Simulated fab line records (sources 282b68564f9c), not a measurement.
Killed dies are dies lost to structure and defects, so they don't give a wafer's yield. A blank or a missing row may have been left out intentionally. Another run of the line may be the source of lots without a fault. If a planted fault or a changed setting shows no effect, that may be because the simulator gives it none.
A single fault, viewed from 2 desks | flow rit_cmos | numbers are kept per desk, each desk with only its own; the story behind them comes last

== FOR THE TOOL OWNER'S DESK: lpcvd-02 ==
The tool's own readings at RIT_ACTIVE_CVD_03 (deposits Si3N4 from SiH2Cl2/NH3, target thk 150 nm, time 1500 s): means of the sampled wafers that have a number, for each lot that ran on this tool. The brackets show how far a lot's mean lies from the usual mean; more than 4 standard deviations puts the lot out of limits, marked OUT.
Columns: A = susceptor_temp_C at RIT_ACTIVE_CVD_03, usual 810.0 C
lot  | first seen here | A
L890 | day 1 12:28     | 809.7
L891 | day 1 17:07     | 810.5
L892 | day 1 22:14     | 810.3
L912 | day 6 06:50     | 810.0
This desk's verdict: no lot among the 4 shows anything out of limits.

== AT THE METROLOGY DESK ==
What the gauges read, lot by lot, whatever tool the lot ran on: means of the sampled wafers that have a number. The brackets show how far a lot's mean lies from the usual mean; more than 4 standard deviations puts the lot out of limits, marked OUT.
Columns: A = ACTIVE_NITRIDE_THK at RIT_ACTIVE_THK_MEAS_04, usual 150.8 nm
lot  | first seen here | A
L890 | day 1 13:52     | 151.6
L891 | day 1 18:32     | 152.3
L892 | day 1 23:40     | 150.1
L893 | day 2 05:16     | 149.7
L895 | day 2 16:13     | 140.1 (-8.2) OUT
L896 | day 2 20:37     | 139.7 (-8.6) OUT
L898 | day 3 05:32     | 139.5 (-8.7) OUT
L904 | day 4 13:35     | 151.0
L905 | day 4 17:31     | 152.3
L907 | day 5 04:39     | 151.9
L908 | day 5 10:55     | 151.7
L910 | day 5 18:42     | 150.6
L911 | day 6 03:10     | 150.8
L912 | day 6 08:15     | 148.6
L913 | day 6 10:30     | 151.1
Finding of this desk: L895, L896, L898 out of limits, first seen on L895 at day 2 16:13 (ACTIVE_NITRIDE_THK at RIT_ACTIVE_THK_MEAS_04). L890, L891, L892, L893, L904, L905, L907, L908, L910, L911, L912, L913 stayed within limits.

== PUT TOGETHER ==
An alarm was possible from the metrology desk at day 2 16:13, on L895, L896, L898.
The desk of the tool owner found nothing out of limits.
The tool owner's desk has no number on record for L895, L896, L898.
The lots listed all ran RIT_ACTIVE_CVD_03 on lpcvd-02.

== WHAT HAD BEEN PUT IN BY THE SIMULATOR ==
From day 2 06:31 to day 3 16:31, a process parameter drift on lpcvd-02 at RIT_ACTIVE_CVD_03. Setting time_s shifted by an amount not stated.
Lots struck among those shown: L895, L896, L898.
Hours from the fault's start to each desk's first reading out of limits: the metrology desk, 10.
